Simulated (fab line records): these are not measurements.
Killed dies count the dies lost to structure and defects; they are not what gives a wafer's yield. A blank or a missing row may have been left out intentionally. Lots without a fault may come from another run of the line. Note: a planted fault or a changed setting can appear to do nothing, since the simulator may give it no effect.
Lot-split experiment ; flow berkeleyCmos170 ; route with 331 steps; 5 lots, 23 wafers read

ABOUT THE SPLIT
At UCB170_START_OXIDATION_02 (target thk 20 nm, ox time 1800 s), the setting oxTimeS was moved away from the recipe's 1800 s on 15 of the 23 wafers read, by -14.0% to +14.0%. The other wafers ran this setting at the recipe's value.

The reading is taken at the split's own step.

THE READING
SiO2_of_START_OXIDATION_02.thkNm (the simulator's own value, which no gauge read), in nm, at UCB170_START_OXIDATION_02 (target thk 20 nm, ox time 1800 s). There is no usual value for it anywhere in the file. Here, 8 wafers ran the recipe; their average is 19.86 nm with a standard deviation of 0.49 nm.

wafer;tool, chamber at the split;oxTimeS as run, s;against the recipe;SiO2_of_START_OXIDATION_02.thkNm, nm;against lot-mates on the recipe
L074.1;-, -;1699;-5.6%;18.86;no lot-mate on the recipe
L074.3;-, -;1699;-5.6%;18.86;no lot-mate on the recipe
L074.2;-, -;1699;-5.6%;19.3;no lot-mate on the recipe
L074.4;-, -;1699;-5.6%;19.05;no lot-mate on the recipe
L074.5;-, -;1699;-5.6%;18.72;no lot-mate on the recipe
L075.2;furnace-02, 0;1800;recipe;20.73;-
L075.4;furnace-02, 0;1800;recipe;20.41;-
L075.5;furnace-02, 0;1800;recipe;20.23;-
L077.1;-, -;1800;recipe;19.47;-
L077.3;-, -;1800;recipe;19.52;-
L077.4;-, -;1800;recipe;19.69;-
L077.5;-, -;1800;recipe;19.46;-
L077.6;-, -;1800;recipe;19.34;-
L081.1;-, -;2052;+14.0%;21.48;no lot-mate on the recipe
L081.2;-, -;2052;+14.0%;21.67;no lot-mate on the recipe
L081.3;-, -;2052;+14.0%;21.36;no lot-mate on the recipe
L081.4;-, -;2052;+14.0%;21.41;no lot-mate on the recipe
L081.5;-, -;2052;+14.0%;21.88;no lot-mate on the recipe
L084.2;-, -;1548;-14.0%;19.02;no lot-mate on the recipe
L084.3;-, -;1548;-14.0%;19.12;no lot-mate on the recipe
L084.4;-, -;1548;-14.0%;18.93;no lot-mate on the recipe
L084.5;-, -;1548;-14.0%;18.92;no lot-mate on the recipe
L084.6;-, -;1548;-14.0%;19.07;no lot-mate on the recipe

FIT RESULTS
A straight line over all 23 wafers: SiO2_of_START_OXIDATION_02.thkNm changes by +0.0976 nm for each +1% of oxTimeS; r = +0.90; the points scatter about the line by 0.47 nm.
Too few moved wafers have a lot-mate on the recipe to fit a line with each lot's own level taken away.

THE FILE'S OWN FIT
SiO2_of_START_OXIDATION_02.thkNm changes by +0.0976 nm for each +1% of oxTimeS, r = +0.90.
